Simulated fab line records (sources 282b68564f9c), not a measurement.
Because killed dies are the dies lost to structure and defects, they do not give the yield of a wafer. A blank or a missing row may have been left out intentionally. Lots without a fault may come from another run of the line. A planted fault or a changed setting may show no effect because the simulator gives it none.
fab line records | flow rit-cmos
record: lots: 13 | wafers: 39 | last-day: 7
route steps=202 shown GATE@89
lots that met no fault: from a run of the same line without faults
start-h: start of the lot's first displayed wafer, in hours after the record's first day | wait-h: hours elapsed since this lot's preceding step | " the same as in the row above | L1.1+2: a single row standing in for several wafers | - no value, or no start given | * or withheld: withheld | < > ~ a bound
route shown NAME@n: NAME is a module with steps in the file, n the number in the route of the first one | usual: the fault-free wafers' mean and standard deviation | same: alike in all rows | chamber/n: place in a boat | sites: each site's reading | _std_site: standard deviation across them | _edge_site: inner sites' mean taken away from outer sites' mean | radius-mm: how far each site lies from the wafer's centre | mask NAME#n: copy n | behind: the tool/chamber that last shaped the wafer | hold: why the lot went on hold/how many hours it stayed there/how the hold came to an end | device: transistor that didn't switch, given as n, p or np | end of line: the route-end tests of the same wafers | a step with no rows: only its recipe | killed: dies lost to structure and defects at the first sort, not the wafer's yield | map: dies across one wafer; x = killed, . = not, _ = none there
set.NAME: the run value of the setting; set.NAME@STEP: its run value at that earlier step | model.NAME: the simulator's own value behind a step, which no gauge read
the route's steps for a sample of lots (tables are steps, rows are wafers)
services: a tool's chamber out of use, with start hour (start-h, from the record's first day; less than 0 if before it), hours out, and reason
== steps ==
step: RIT_GATE_EXPOSE_13
recipe: mask-id: M6 | na: 0.6 | source-shape: conventional | sigma-outer: 0.6 | target-cd-nm: 150 | dose-mj: 380
lot.wafer  | tool             | chamber | start-h | wait-h | mask
L435.2+3+5 | iline-stepper-01 | 0       | 36.47   | 0.2    | M6#0
L436.3+5+6 | iline-stepper-01 | 0       | 41.94   | 0.1    | M6#0
L437.2+5+6 | iline-stepper-01 | 0       | 47.18   | 0.1    | M6#0
L439.1+4+6 | iline-stepper-01 | 0       | 56.27   | 0.1    | M6#0
L440.2+4+6 | iline-stepper-01 | 0       | 60.68   | 0.1    | M6#0
L441.3+4+6 | iline-stepper-01 | 0       | 65.84   | 0.1    | M6#0
L442.2+5+6 | iline-stepper-02 | 0       | 70.95   | 0.2    | M6#0
L447.2+3+4 | iline-stepper-01 | 0       | 97.78   | 0.2    | M6_R1#0
L454.3+5+6 | iline-stepper-01 | 0       | 130.85  | 0.1    | M6#0
L455.2+3+6 | iline-stepper-02 | 0       | 135.63  | 0.2    | M6#0
L456.1+3+6 | iline-stepper-01 | 0       | 140.52  | 0.3    | M6#0
L457.1+2+4 | iline-stepper-02 | 0       | 146.70  | 0.3    | M6#0
L458.1+2+4 | iline-stepper-01 | 0       | 151.98  | 0.3    | M6#0
step: RIT_GATE_CD_MEAS_16
recipe: target-cd-nm: 150
usual: cd-nm: 148.7/2.5
lot.wafer | tool      | chamber | start-h | wait-h | cd-nm
L435.2    | cd-sem-01 | -       | 36.87   | -      | 148.1
L435.3    | "         | -       | "       | "      | 149.7
L435.5    | "         | -       | "       | "      | 150.7
L436.3    | cd-sem-01 | -       | 42.51   | -      | 150.3
L436.5    | "         | -       | "       | "      | 152.0
L436.6    | "         | -       | "       | "      | 150.1
L437.2    | cd-sem-02 | -       | 47.58   | -      | 148.0
L437.5    | "         | -       | "       | "      | 146.3
L437.6    | "         | -       | "       | "      | 148.5
L439.1    | cd-sem-01 | -       | 56.67   | -      | 149.1
L439.4    | "         | -       | "       | "      | 150.3
L439.6    | "         | -       | "       | "      | 146.9
L440.2    | cd-sem-01 | -       | 61.08   | -      | 151.6
L440.4    | "         | -       | "       | "      | 152.3
L440.6    | "         | -       | "       | "      | 151.4
L441.3    | cd-sem-02 | -       | 66.29   | -      | 148.4
L441.4    | "         | -       | "       | "      | 147.4
L441.6    | "         | -       | "       | "      | 146.0
L442.2    | cd-sem-01 | -       | 71.35   | -      | 143.2
L442.5    | "         | -       | "       | "      | 145.0
L442.6    | "         | -       | "       | "      | 144.3
L447.2    | cd-sem-02 | -       | 98.18   | -      | 141.2
L447.3    | "         | -       | "       | "      | 140.9
L447.4    | "         | -       | "       | "      | 143.5
L454.3    | cd-sem-01 | -       | 131.26  | -      | 144.5
L454.5    | "         | -       | "       | "      | 146.9
L454.6    | "         | -       | "       | "      | 147.8
L455.2    | cd-sem-02 | -       | 136.05  | -      | 152.0
L455.3    | "         | -       | "       | "      | 150.0
L455.6    | "         | -       | "       | "      | 149.9
L456.1    | cd-sem-02 | -       | 140.92  | -      | 145.8
L456.3    | "         | -       | "       | "      | 147.3
L456.6    | "         | -       | "       | "      | 144.9
L457.1    | cd-sem-02 | -       | 147.10  | -      | 144.2
L457.2    | "         | -       | "       | "      | 144.3
L457.4    | "         | -       | "       | "      | 143.5
L458.1    | cd-sem-01 | -       | 152.51  | -      | 152.2
L458.2    | "         | -       | "       | "      | 149.1
L458.4    | "         | -       | "       | "      | 149.7
== services ==
tool             | chamber | start-h | hours | kind
iline-stepper-02 | -       | 12.96   | 1.7   | pm
iline-stepper-01 | -       | 14.63   | 1.7   | pm
iline-stepper-01 | 0       | 37.47   | -     | calibration
iline-stepper-02 | 0       | 94.44   | -     | calibration
== key ==
first-sign: step: RIT_GATE_EXPOSE_13 | reading: mask | direction: changed
effect: step: RIT_GATE_CD_MEAS_16 | reading: cd-nm | direction: down | sigmas: 2.7 | usual: 148.7 | struck: 141.9
met-at RIT_GATE_EXPOSE_13
struck-lots L447
tester-left-out L447
onset-between 65.84 97.78
fault: kind: wrong-mask | tool: any | chamber: - | onset-h: 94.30 | steps: RIT_GATE_EXPOSE_13 | aux-copy: M6_R1#0 | cd-offset-nm: -12 | scope: struck-lots-only
tester-left-out: of these lots the tester's yield and bins aren't shown, on N5 and GAA mostly nor the transistor test; their killed dies are dies lost to structure and defects alone, not to doping, threshold or leakage, so they don't give the yield
